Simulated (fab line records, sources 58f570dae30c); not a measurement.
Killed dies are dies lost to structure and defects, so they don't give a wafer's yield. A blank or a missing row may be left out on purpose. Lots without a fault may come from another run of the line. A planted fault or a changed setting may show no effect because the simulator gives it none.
Which tool did it? | flow berkeley_cmos170 | 7 lots, 21 wafers sampled, at 3 steps of a route of 331

WHAT THE GAUGES READ, wafer by wafer
UCB170_SDANNEAL_RS_MEAS_02: measures by four-point-probe.
lot  | measured     | on            | PSD_RS (ohm/sq)
L859 | day 8 08:07  | film_metro-01 | 75.95 76.09 75.79
L862 | day 8 18:19  | film_metro-03 | 75.23 75.58 75.75
L864 | day 8 21:23  | film_metro-04 | 75.90 75.74 75.83
L866 | day 9 17:19  | film_metro-01 | 75.68 75.77 75.65
L870 | day 10 07:34 | film_metro-04 | 75.48 75.71 75.34
L873 | day 11 07:35 | film_metro-04 | 56.99 56.86 56.85
L880 | day 12 12:31 | film_metro-01 | 75.08 75.52 75.29

WHICH TOOL RAN EACH LOT (tool, then ch and the chambers of the sampled wafers, then the start)
lot  | UCB170_NWELL_STRIP_15               | UCB170_SDANNEAL_RTA_01
L859 | plasma_asher-01 ch 0,1, day 2 17:10 | rtp_anneal-01 ch 0, day 8 08:03
L862 | plasma_asher-01 ch 0,1, day 3 11:53 | rtp_anneal-01 ch 0, day 8 18:15
L864 | plasma_asher-02 ch 0,1, day 3 20:51 | rtp_anneal-02 ch 0, day 8 21:19
L866 | plasma_asher-02 ch 0,1, day 4 04:29 | rtp_anneal-01 ch 0, day 9 17:15
L870 | plasma_asher-01 ch 0,1, day 5 02:09 | rtp_anneal-01 ch 0, day 10 07:30
L873 | plasma_asher-02 ch 0,1, day 5 19:40 | rtp_anneal-01 ch 0, day 11 07:31
L880 | plasma_asher-01 ch 0,1, day 7 05:01 | rtp_anneal-02 ch 0, day 12 12:26
- UCB170_NWELL_STRIP_15: strips in O2.
- UCB170_SDANNEAL_RTA_01: time 5 s.

THE ANSWER, worked out from the rows above alone
Rule: what is usual is taken from the lots themselves. Put in order of their means at a reading, lots are off if they are a third of the lots or fewer, leave a main group of 4 or more, and stand apart from it by a gap of 3 or more times the standard deviation of the main group's means; of several such gaps the widest counts. A main group whose means are all the same, to the digits that the tables above print for the reading, isn't used. A lot without any number at a reading at which 4 lots or more have one is off too. The other lots that the step has rows for count as sound.
Off: L873, at UCB170_SDANNEAL_RS_MEAS_02 (PSD_RS). The main group: mean 75.63 ohm/sq, standard deviation 0.22.
A tool fits if, at a process step before that reading, it ran every lot that is off, and no sound lot after the first of them. The gauges at UCB170_SDANNEAL_RS_MEAS_02 are tried like those tools. Can't be told from this: 3 tools fit, plasma_asher-02 at UCB170_NWELL_STRIP_15, rtp_anneal-01 at UCB170_SDANNEAL_RTA_01, film_metro-04 at UCB170_SDANNEAL_RS_MEAS_02.

WHAT THE SIMULATOR HAD PUT IN
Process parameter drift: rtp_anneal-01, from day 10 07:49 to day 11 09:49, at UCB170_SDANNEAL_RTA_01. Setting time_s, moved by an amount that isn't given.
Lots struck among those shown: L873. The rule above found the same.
